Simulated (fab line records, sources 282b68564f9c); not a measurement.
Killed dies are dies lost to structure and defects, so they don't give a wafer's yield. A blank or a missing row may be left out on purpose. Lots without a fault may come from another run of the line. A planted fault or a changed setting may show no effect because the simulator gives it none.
Problem report in the 8D (eight disciplines) form, filled by code | flow rit_cmos | the parts of the form that need people (team, actions taken, sign-off) are left out

1. THE PROBLEM
run_length_s at RIT_PLDD_STRIP_09 reads a mean of 72.3 s on 3 wafers of 1 lot; wafers without a fault read 208.4 s with a standard deviation of 0.33. That is -99 or more standard deviations from the usual mean.
The step: strips in O2, time 180 s.
First seen on wafer L457.1, day 3 21:48, on plasma_asher-03. The record holds 39 wafers of 13 lots with a number at this step. Rule for "out", or "out of limits": more than 4 standard deviations from the usual mean. The other wafers with a number count as sound.

2. WHAT IT IS AND WHAT IT IS NOT
question                    | is                     | is not
which readings at this step | run_length_s           | chamber_pressure_mTorr, drypump_motor_current_A
which lots                  | L457                   | L453, L455, L459, L463, L465, L468, L469, L470, L471, L473, L474, L475
which wafers of those lots  | all that have a number | -
read on which tools         | plasma_asher-03        | plasma_asher-01, plasma_asher-04
when                        | from day 3 21:48       | up to then (6 sound wafers); but 30 sound wafers of L459, L463, L465, L468, L469, L470, L471, L473, L474, L475 came after

3. SUSPECTS, AND WHAT RULES EACH OUT
Counting: a tool at a process step up to the reading stays a suspect if it ran every lot that is out and no sound lot after the first of them.
- plasma_asher-03 at RIT_PLDD_STRIP_09 (strips in O2, time 180 s): ruled out as a lasting fault. Sound lots L470, L474, L475 ran on it after its first lot that is out, L457 (day 3 21:48).
Left after counting: nothing in the record.

4. THE CAUSE (what the simulator had put in)
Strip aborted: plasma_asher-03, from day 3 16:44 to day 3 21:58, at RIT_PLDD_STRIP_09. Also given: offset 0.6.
Counting ruled it out, wrongly.

5. THE CHAIN OF EFFECTS, in route order
Each row: a reading whose mean over the struck wafers that have a number lies more than 3 standard deviations from the usual. Only readings for which the record gives a usual standard deviation are gone through. hours: the time from each lot's start at the first step in this table that gives one to its start at this step, as a median over the lots. sigmas: the change in usual standard deviations.
hours | step              | reading             | usual   | on struck wafers | change | sigmas
0     | RIT_PLDD_STRIP_09 | run_length_s        | 208.4 s | 72.3             | -136.1 | -99 or more
14    | RIT_M1_PROBE_99   | killed_at_front_end | 7       | 264              | +257   | +78
14    | RIT_M1_PROBE_99   | killed_dies         | 7       | 264              | +257   | +78
14    | RIT_M1_PROBE_99   | killed_on_rim       | 2.0     | 70.0             | +68.0  | +45
The process steps in it:
- RIT_PLDD_STRIP_09: strips in O2, time 180 s.
- RIT_M1_PROBE_99

6. WHAT WOULD HAVE CAUGHT IT SOONER
In this record the first reading out of limits was taken at day 3 21:48, 5 hours after the fault began at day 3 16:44.
